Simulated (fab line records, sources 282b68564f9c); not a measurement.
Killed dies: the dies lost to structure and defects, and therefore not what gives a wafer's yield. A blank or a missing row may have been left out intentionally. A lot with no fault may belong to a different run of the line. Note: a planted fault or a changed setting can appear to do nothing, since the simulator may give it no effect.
8D (eight disciplines) problem report, filled in by code    flow rit cmos    the parts of the form that need people (team, actions taken, sign-off) are left out

== 1. WHAT WENT WRONG ==
Across 12 wafers from 4 lots, PRETRO_OVL at RIT_PRETRO_OVL_MEAS_06 averages 240.3 nm, while fault-free wafers read 0.0 nm with a standard deviation of 1.5. So: +99 or more standard deviations from the usual mean.
First observed at day 3 12:26: wafer L940.1, on overlay-02. The record has a number at this step for 48 wafers belonging to 16 lots. Rule for "out" (also "out of limits"): further than 4 standard deviations from the usual mean. All remaining wafers that have a number are taken as sound.

== 2. WHAT IT IS, WHAT IT ISN'T ==
question                     is                      is not
which readings at this step  PRETRO_OVL              -
which lots                   L940, L942, L944, L945  L934, L935, L936, L937, L938, L941, L946, L951, L952, L953, L954, L957
which wafers of those lots   all that have a number  -
read on which gauges         overlay-02              overlay-01
when                         from day 3 12:26        up to then (15 sound wafers); but 21 sound wafers of L941, L946, L951, L952, L953, L954, L957 came after

== 3. SUSPECTS, AND WHAT RULES EACH OUT ==
Counting: any tool at a process step up to the reading is kept as a suspect provided that every lot that is out went through it and no sound lot did after the first of them.
- the gauge at RIT_PRETRO_OVL_MEAS_06: kept. All the wafers that are out were read on overlay-02, and no step on other tools shows them out.
- iline stepper-01 at RIT_PRETRO_EXPOSE_03 (exposes mask M5, target cd 43700 nm): kept. It ran every lot that is out, first L940 (day 3 12:00), and no sound lot after that; its last sound lot up to then is L938 (day 3 02:46).
Left after counting: iline stepper-01 at RIT_PRETRO_EXPOSE_03, overlay-02 at RIT_PRETRO_OVL_MEAS_06.

== 4. THE CAUSE (what the simulator had put in) ==
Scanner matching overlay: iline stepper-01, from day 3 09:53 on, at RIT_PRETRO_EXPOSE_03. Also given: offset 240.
2 suspects survive the count, and this tool is in that group.

== 5. SEQUENCE OF EFFECTS, ordered by route ==
Each row: a reading whose mean over the struck wafers that have a number lies more than 3 standard deviations from the usual. Readings are gone through only where the record gives a usual standard deviation; hours: the median, over the lots, of the time from a lot's start at the first step in this table giving one to that lot's start at this step; sigmas: the change measured in usual standard deviations.
hours  step                    reading     usual   on struck wafers  change  sigmas
0      RIT_PRETRO_OVL_MEAS_06  PRETRO_OVL  0.0 nm  240.3             +240.3  +99 or more
Later steps that measure or inspect, where all struck wafers having a row at the step show a number for every such reading and not one has moved that far: RIT_M1_OVL_MEAS_10.

== 6. HOW IT WOULD HAVE BEEN CAUGHT EARLIER ==
In this record the first reading out of limits at a measuring or inspecting step was taken at day 3 12:26, 3 hours after the fault began at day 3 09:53.
Among the 4 lots that are out, L942, L944, L945 began RIT_PRETRO_EXPOSE_03 on iline stepper-01 after day 3 12:26. A hold on the tool at that time would have spared those 3.
